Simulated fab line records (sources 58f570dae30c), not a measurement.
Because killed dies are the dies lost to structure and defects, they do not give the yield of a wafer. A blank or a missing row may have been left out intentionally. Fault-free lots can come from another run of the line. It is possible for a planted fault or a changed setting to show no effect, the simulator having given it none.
A lot that was struck, set against a sound lot -- flow berkeley cmos170 -- 17 steps out of a route of 331
Sound: wafers L122.1, L122.2, L122.3. The struck wafers were L116.1, L116.3, L116.4. The cause is given at the end.
At each step with rows: each side's tool, then ch and its chambers, then its first start. Under that, the readings that differ: sound wafers -- struck wafers -- difference of the means -- sigmas: that difference in standard deviations of wafers without a fault.
alike: readings with means less than 2 such deviations apart, plus words and numbers identical on both sides. not compared: withheld readings, readings lacking a value on some wafer, bounds such as >300 that could conceal the same value, and numbers that have no deviation in the record and whose values overlap.
The two part at a step that has a row with sigmas, a row that says differs or no value, or rows on one side only. Non-overlapping numbers with no deviation appear without sigmas and do not part them. A reading that every wafer of one side lacks parts them only if that side has two wafers or more.

first, 2 steps without rows for these wafers: UCB170_M3_COAT_05 (resist thk 900 nm); UCB170_M3_SOFTBAKE_06 (time 60 s).
UCB170_M3_STRIP_07: strips in O2.
  sound on plasma asher-01 ch 0,1, day 9 22:56; struck on plasma asher-04 ch 0,1, day 9 11:54
  alike: drypump motor current A, oes product au, strip time to endpoint s
  not compared: rf hours counter h
then, 7 steps without rows for these wafers: UCB170_M3_STRIP_08 (strips KrF in DMSO, time 600 s); UCB170_M3_COAT_09; UCB170_M3_COAT_10 (resist thk 900 nm); UCB170_M3_SOFTBAKE_11 (time 60 s); UCB170_M3_EXPOSE_12 (exposes mask METAL3, target cd 700 nm); UCB170_M3_PEB_13; UCB170_M3_DEVELOP_14 (develop time 45 s).
UCB170_M3_CD_MEAS_15 targets a cd of 700 nm.
  struck on cd sem-01, day 9 14:32; sound on cd sem-02, day 10 00:11
  alike: cd nm
UCB170_M3_OVL_MEAS_16:
  struck on overlay-01, day 9 14:39; sound on overlay-01, day 10 00:19
  alike: M3_OVL
UCB170_M3_ETCH_17: etches BARC in N2/H2.
  sound on rie diel-02 ch 0,1,3, day 10 00:20; struck on rie diel-01 ch 0,1,3, day 9 14:41
  no value came back on the struck wafers for any of 5 readings (bias w (W), chamber pressure mTorr (mTorr) and others); on the sound wafers bias w (W) reads 100.5 99.2 99.7
UCB170_M3_METAL_ETCH_18: etches Al in Cl2/BCl3, stops on SiO2, target depth 1170 nm, time 195 s.
  sound on rie metal-04 ch 0,1, day 10 00:23; struck on rie metal-03 ch 0,1, day 9 14:44
reading,sound,struck,difference,sigmas
oes product au (a.u.),0.868 0.844 0.847,0.386 0.368 0.379,-0.475,-30
throttle valve pct (%),24.67 24.38 24.40,25.06 24.85 25.06,+0.51,+4
  alike: bcl3 flow sccm, bias w, drypump motor current A, he backside leak sccm
  not compared: rf hours counter h
UCB170_M3_STRIP_19: strips in O2.
  sound on plasma asher-01 ch 0,1, day 10 00:34; struck on plasma asher-03 ch 0,1, day 9 14:55
  alike: drypump motor current A, oes product au
  not compared: rf hours counter h
UCB170_M3_CD_MEAS_90 targets a cd of 700 nm.
  struck on cd sem-01, day 9 15:01; sound on cd sem-01, day 10 00:40
reading,sound,struck,difference,sigmas
cd nm (nm),704 697 696,- - -,no value on the struck wafers,
UCB170_M3_BOW_MEAS_20:
  struck on film metro-03, day 9 15:08; sound on film metro-02, day 10 00:47
reading,sound,struck,difference,sigmas
M3_BOW (um),53 42 45,34 22 16,-23,-3

WHERE THEY PART
First at UCB170_M3_ETCH_17; last, within this record, at UCB170_M3_BOW_MEAS_20.

WHY: what had been put in by the simulator
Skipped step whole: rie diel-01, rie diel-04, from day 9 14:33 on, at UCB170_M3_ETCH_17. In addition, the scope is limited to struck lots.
